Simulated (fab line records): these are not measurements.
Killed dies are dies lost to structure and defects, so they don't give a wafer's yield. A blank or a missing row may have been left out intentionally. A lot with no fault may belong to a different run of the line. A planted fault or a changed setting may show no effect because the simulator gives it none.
Which tool did it? ; flow rit_cmos ; Sampling: 7 lots, 21 wafers, 2 of 202 route steps

WHAT EACH GAUGE READ, for each wafer
RIT_FOX1_THK_MEAS_01.
lot;measured;on;FOX1_OXIDE_THK (nm)
L443;day 1 22:00;film_metro-03;342 343 342
L447;day 2 17:57;film_metro-03;349 344 352
L449;day 3 04:40;film_metro-03;342 342 336
L451;day 3 13:50;film_metro-02;354 351 351
L455;day 4 10:00;film_metro-02;340 338 341
L459;day 5 05:57;film_metro-02;356 349 356
L461;day 5 16:30;film_metro-04;440 430 439

WHAT TOOL EACH LOT RAN ON (gives the tool, then ch and the chambers of the sampled wafers, and finally the start)
lot;RIT_FOX1_OXIDATION_00
L443;furnace-02 ch 0, day 1 20:41
L447;furnace-04 ch 0, day 2 16:38
L449;furnace-04 ch 0, day 3 03:20
L451;furnace-01 ch 0, day 3 12:31
L455;furnace-04 ch 0, day 4 08:41
L459;furnace-01 ch 0, day 5 04:38
L461;furnace-01 ch 0, day 5 15:11
- RIT_FOX1_OXIDATION_00: target thk 350.7 nm, ox time 1130 s.

THE ANSWER, worked out from the rows above alone
Rule: usual is defined by the lots themselves. The widest of any qualifying gaps counts: lots, ordered by their means at a reading, are off when they make up no more than a third of the lots, leave a main group of 4 or more, and stand apart from it by 3 or more times the standard deviation of that group's means. If all means in a main group match to the digits the tables above print for the reading, that group is not used. A lot without any number at a reading at which 4 lots or more have one is off too. Where the step has rows for the other lots, those lots are counted as sound.
Off: L461, seen at RIT_FOX1_THK_MEAS_01 (FOX1_OXIDE_THK). The main group has a mean of 346 nm with a standard deviation of 5.6.
If a tool, at a process step before that reading, ran all the lots that are off and no sound lot after the first of them, it fits. Those tools and the gauges at RIT_FOX1_THK_MEAS_01 are tried in the same way. 2 tools fit, furnace-01 at RIT_FOX1_OXIDATION_00 and film_metro-04 at RIT_FOX1_THK_MEAS_01, so this cannot tell which one it is.

WHAT WAS PUT IN BY THE SIMULATOR
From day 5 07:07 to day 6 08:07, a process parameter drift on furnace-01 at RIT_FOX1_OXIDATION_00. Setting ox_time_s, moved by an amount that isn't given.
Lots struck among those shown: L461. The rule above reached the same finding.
